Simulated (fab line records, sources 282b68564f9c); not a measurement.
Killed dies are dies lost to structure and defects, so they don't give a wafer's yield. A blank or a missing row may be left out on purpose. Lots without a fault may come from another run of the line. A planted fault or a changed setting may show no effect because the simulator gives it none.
Which tool did it? | flow rit_cmos | 14 lots, 42 wafers sampled, at 2 steps of a route of 202

WHAT THE GAUGES READ, wafer by wafer
The record holds no reading of a measuring or inspecting step that can be judged against a usual standard deviation.

WHICH TOOL RAN EACH LOT (tool, then ch and the chambers of the sampled wafers, then the start)
lot  | RIT_PLDD_STRIP_09                   | RIT_M1_PROBE_99
L135 | plasma_asher-03 ch 0,1, day 3 00:17 | -
L136 | plasma_asher-01 ch 0,1, day 3 04:28 | -
L137 | plasma_asher-02 ch 0,1, day 3 11:28 | -
L138 | plasma_asher-01 ch 0,1, day 3 12:07 | -
L139 | plasma_asher-03 ch 0,1, day 3 18:18 | -
L140 | plasma_asher-03 ch 0,1, day 3 22:22 | -
L141 | plasma_asher-01 ch 0,1, day 4 02:38 | -
L143 | plasma_asher-02 ch 0,1, day 4 15:36 | -
L144 | plasma_asher-01 ch 0,1, day 4 18:34 | -
L148 | plasma_asher-03 ch 0, day 5 13:17   | -
L151 | plasma_asher-02 ch 0,1, day 6 14:25 | prober-02, day 7 04:13
L153 | plasma_asher-02 ch 0, day 6 18:41   | prober-02, day 7 08:46
L157 | plasma_asher-01 ch 0,1, day 7 17:06 | -
L158 | plasma_asher-03 ch 0,1, day 7 21:17 | -
- RIT_PLDD_STRIP_09: strips in O2, time 180 s.
- RIT_M1_PROBE_99

WHAT THE TOOLS THEMSELVES READ (means of the sampled wafers that have a number; where no wafer has one, the mark that the record gives instead)
RIT_PLDD_STRIP_09. Usual: drypump_motor_current_A 5.86 A, standard deviation 0.19; rf_refl_power_W 6.5 W, standard deviation 0.9.
lot  | tool            | drypump_motor_current_A (A) | rf_refl_power_W (W) | flag
L135 | plasma_asher-03 | 6.03                        | 7.0                 |
L136 | plasma_asher-01 | 5.66                        | 6.1                 |
L137 | plasma_asher-02 | 5.82                        | 5.9                 |
L138 | plasma_asher-01 | 5.65                        | 6.1                 |
L139 | plasma_asher-03 | 6.07                        | 7.1                 |
L140 | plasma_asher-03 | 6.02                        | 7.0                 |
L141 | plasma_asher-01 | 5.66                        | 6.1                 |
L143 | plasma_asher-02 | 5.81                        | 5.9                 |
L144 | plasma_asher-01 | 5.64                        | 6.3                 |
L148 | plasma_asher-03 | 6.16                        | 7.4                 |
L151 | plasma_asher-02 | 5.92                        | 6.1                 |
L153 | plasma_asher-02 | 6.06                        | 6.4                 |
L157 | plasma_asher-01 | 5.67                        | 6.9                 |
L158 | plasma_asher-03 | 6.03                        | 7.0                 |

RIT_M1_PROBE_99. Usual: killed_at_M0_to_M3 0.0, standard deviation 0.12; killed_at_contacts 0.0, standard deviation 0.2; killed_at_front_end 6.6, standard deviation 2.8; killed_dies 6.6, standard deviation 2.8; killed_open 3.3, standard deviation 1.9; killed_short 3.2, standard deviation 1.8.
lot  | tool      | killed_at_M0_to_M3 | killed_at_contacts | killed_at_front_end | killed_dies | killed_open | killed_short | flag
L151 | prober-02 | 0.0                | 0.0                | 37.7                | 37.7        | 5.0         | 4.0          | OFF
L153 | prober-02 | 0.0                | 0.0                | 46.0                | 46.0        | 3.3         | 3.0          | OFF

THE ANSWER, worked out from the rows above alone
Rule: a lot is off if the mean of its wafers that have a number lies more than 3 standard deviations from the usual mean. A lot without any number at a reading at which 4 lots or more have one is off too. The other lots that the step has rows for count as sound. The gauges are gone through in route order, then the tools' own readings, and for those a lot's mean is taken as printed above. The first step at which some lot is off is used, and at that step the reading that is off furthest; a lot without a number counts as furthest.
Off: L151, L153, at RIT_M1_PROBE_99 (killed_at_front_end). Neither off nor sound, because the step has no rows for them: L135, L136, L137, L138, L139, L140, L141, L143, L144, L148, L157, L158.
A tool fits if, at that step or a process step before it, it ran every lot that is off, and no sound lot after the first of them. Can't be told from this: 2 tools fit, plasma_asher-02 at RIT_PLDD_STRIP_09, prober-02 at RIT_M1_PROBE_99.

WHAT THE SIMULATOR HAD PUT IN
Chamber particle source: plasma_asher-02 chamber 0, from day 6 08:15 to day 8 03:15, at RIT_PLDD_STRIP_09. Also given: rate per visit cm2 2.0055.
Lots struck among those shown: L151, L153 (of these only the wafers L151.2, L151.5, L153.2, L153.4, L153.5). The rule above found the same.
